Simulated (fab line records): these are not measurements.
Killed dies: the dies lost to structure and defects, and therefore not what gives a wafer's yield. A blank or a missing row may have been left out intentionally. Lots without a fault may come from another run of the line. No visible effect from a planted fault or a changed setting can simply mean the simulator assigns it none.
A single fault, viewed from 2 desks || flow rit_cmos || only its own numbers are on each desk; what lay behind them is given at the end

== DESK OF THE TOOL OWNER: furnace-03 ==
The tool's own readings at RIT_FOX1_OXIDATION_00 (target thk 350.7 nm, ox time 1130 s): means of the sampled wafers that have a number, for each lot that ran on this tool. The brackets show how far a lot's mean lies from the usual mean; more than 4 standard deviations puts the lot out of limits, marked OUT.
Columns: A = spike_tc_centre_C at RIT_FOX1_OXIDATION_00, usual 1103.3 C; B = spike_tc_load_C at RIT_FOX1_OXIDATION_00, usual 1129.7 C; C = spike_tc_source_C at RIT_FOX1_OXIDATION_00, usual 1127.3 C; D = tube_center_temp_C at RIT_FOX1_OXIDATION_00, usual 1100 C; E = tube_center_temp_C_max at RIT_FOX1_OXIDATION_00, usual 1102.8
{"lot": "L869", "first seen here": "day 2 13:28", "A": 1104.0, "B": 1132.1, "C": 1124.7, "D": 1100, "E": 1103.3}
{"lot": "L871", "first seen here": "day 3 03:35", "A": 1105.9, "B": 1131.4, "C": 1125.8, "D": 1100, "E": 1102.8}
{"lot": "L872", "first seen here": "day 3 10:19", "A": 1105.6, "B": 1131.9, "C": 1126.3, "D": 1100, "E": 1102.8}
{"lot": "L877", "first seen here": "day 4 07:00", "A": "1140.1 (+18) OUT", "B": "1167.0 (+18) OUT", "C": "1161.3 (+16) OUT", "D": "1135 (+99 or more) OUT", "E": "1137.5 (+81) OUT"}
{"lot": "L878", "first seen here": "day 4 09:31", "A": "1139.2 (+17) OUT", "B": "1166.8 (+18) OUT", "C": "1161.2 (+16) OUT", "D": "1135 (+99 or more) OUT", "E": "1137.8 (+81) OUT"}
{"lot": "L879", "first seen here": "day 4 15:08", "A": "1140.4 (+18) OUT", "B": "1166.6 (+18) OUT", "C": "1161.3 (+16) OUT", "D": "1135 (+99 or more) OUT", "E": "1137.7 (+81) OUT"}
This desk finds L877, L878, L879 out of limits, L877 being first, at day 4 07:00 (spike_tc_centre_C at RIT_FOX1_OXIDATION_00). Within limits: L869, L871, L872.

== AT THE METROLOGY DESK ==
Means of the sampled wafers that have a number, per lot and without regard to the tool the lot ran on: this is what the gauges read. The brackets show how far a lot's mean lies from the usual mean; more than 4 standard deviations puts the lot out of limits, marked OUT.
Columns: A = FOX1_OXIDE_THK at RIT_FOX1_THK_MEAS_01, usual 346 nm; B = FIELD_OXIDE_LEFT_1_THK at RIT_FOX2_THK_MEAS_90, usual 322 nm; C = cd_nm at RIT_M1_CD_MEAS_90, usual 2600 nm
{"lot": "L866", "first seen here": "day 1 23:29", "A": 344, "B": 329, "C": 2600}
{"lot": "L868", "first seen here": "day 2 07:49", "A": 345, "B": 310, "C": 2604}
{"lot": "L869", "first seen here": "day 2 14:47", "A": 349, "B": 320, "C": 2602}
{"lot": "L870", "first seen here": "day 2 20:01", "A": 354, "B": 322, "C": 2599}
{"lot": "L871", "first seen here": "day 3 04:54", "A": 345, "B": 325, "C": 2607}
{"lot": "L872", "first seen here": "day 3 11:38", "A": 351, "B": 322, "C": 2598}
{"lot": "L873", "first seen here": "day 3 13:31", "A": 357, "B": 326, "C": 2602}
{"lot": "L874", "first seen here": "day 3 16:46", "A": 346, "B": 338, "C": 2600}
{"lot": "L876", "first seen here": "day 4 03:40", "A": 350, "B": 325, "C": 2602}
{"lot": "L877", "first seen here": "day 4 08:20", "A": "395 (+8.0) OUT", "B": 323, "C": 2596}
{"lot": "L878", "first seen here": "day 4 10:51", "A": "398 (+8.6) OUT", "B": 322, "C": 2595}
{"lot": "L879", "first seen here": "day 4 16:28", "A": "396 (+8.2) OUT", "B": 318, "C": 2605}
{"lot": "L881", "first seen here": "day 5 03:18", "A": 344, "B": 311, "C": 2597}
{"lot": "L886", "first seen here": "day 6 03:47", "A": 342, "B": 328, "C": 2598}
{"lot": "L888", "first seen here": "day 6 13:44", "A": 349, "B": 324, "C": 2598}
Per this desk, out of limits: L877, L878, L879; the first was L877, day 4 08:20 (FOX1_OXIDE_THK at RIT_FOX1_THK_MEAS_01). Within limits: L866, L868, L869, L870, L871, L872, L873, L874, L876, L881, L886, L888.

== BROUGHT TOGETHER ==
The tool owner's desk had the chance to raise an alarm at day 4 07:00 on L877, L878, L879.
Metrology desk: alarm possible at day 4 08:20 on L877, L878, L879.
The lots listed all ran RIT_FOX1_OXIDATION_00 on furnace-03.

== WHAT THE SIMULATOR PUT IN ==
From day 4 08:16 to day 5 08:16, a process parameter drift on furnace-03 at RIT_FOX1_OXIDATION_00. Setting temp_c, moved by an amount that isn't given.
Struck lots among those shown: L877, L878, L879.
